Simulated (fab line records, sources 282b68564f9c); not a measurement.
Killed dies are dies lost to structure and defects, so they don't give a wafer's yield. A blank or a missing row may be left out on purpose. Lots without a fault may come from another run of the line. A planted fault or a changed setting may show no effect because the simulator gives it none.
Which tool did it? | flow rit_cmos | 14 lots, 42 wafers sampled, at 1 step of a route of 202

WHAT THE GAUGES READ, wafer by wafer
RIT_PLDD_TW_MEAS_10. Usual: PLDD_TW 2359, standard deviation 16.
lot  | measured    | on            | PLDD_TW        | flag
L384 | day 3 01:04 | film_metro-03 | 2363 2363 2359 |
L385 | day 3 11:41 | film_metro-01 | 2336 2330 2345 |
L387 | day 3 22:58 | film_metro-03 | 2370 2343 2358 |
L388 | day 4 01:58 | film_metro-03 | 2376 2378 2388 |
L389 | day 4 07:32 | film_metro-02 | 2357 2358 2355 |
L390 | day 4 12:44 | film_metro-01 | 2331 2328 2333 |
L392 | day 5 01:18 | film_metro-02 | 2373 2359 2367 |
L395 | day 5 12:39 | film_metro-03 | 2363 2358 2371 |
L397 | day 6 09:43 | film_metro-03 | 2367 2368 2381 |
L398 | day 6 10:05 | film_metro-03 | 2370 2364 2361 |
L403 | day 7 22:46 | film_metro-01 | 2338 2333 2349 |
L404 | day 7 23:05 | film_metro-03 | 2389 2375 2377 |
L405 | day 8 11:14 | film_metro-01 | 2333 2331 2327 |
L406 | day 8 11:32 | film_metro-03 | 2361 2351 2353 |

WHICH TOOL RAN EACH LOT (tool, then ch and the chambers of the sampled wafers, then the start)
The record holds no process step before these readings.

WHAT THE TOOLS THEMSELVES READ (means of the sampled wafers that have a number; where no wafer has one, the mark that the record gives instead)
The record holds no such reading with a usual standard deviation.

THE ANSWER, worked out from the rows above alone
Rule: a lot is off if the mean of its wafers that have a number lies more than 3 standard deviations from the usual mean. A lot without any number at a reading at which 4 lots or more have one is off too. The other lots that the step has rows for count as sound. The gauges are gone through in route order, then the tools' own readings, and for those a lot's mean is taken as printed above. The first step at which some lot is off is used, and at that step the reading that is off furthest; a lot without a number counts as furthest.
No lot is off at any reading shown: from this, nothing can be told.

WHAT THE SIMULATOR HAD PUT IN
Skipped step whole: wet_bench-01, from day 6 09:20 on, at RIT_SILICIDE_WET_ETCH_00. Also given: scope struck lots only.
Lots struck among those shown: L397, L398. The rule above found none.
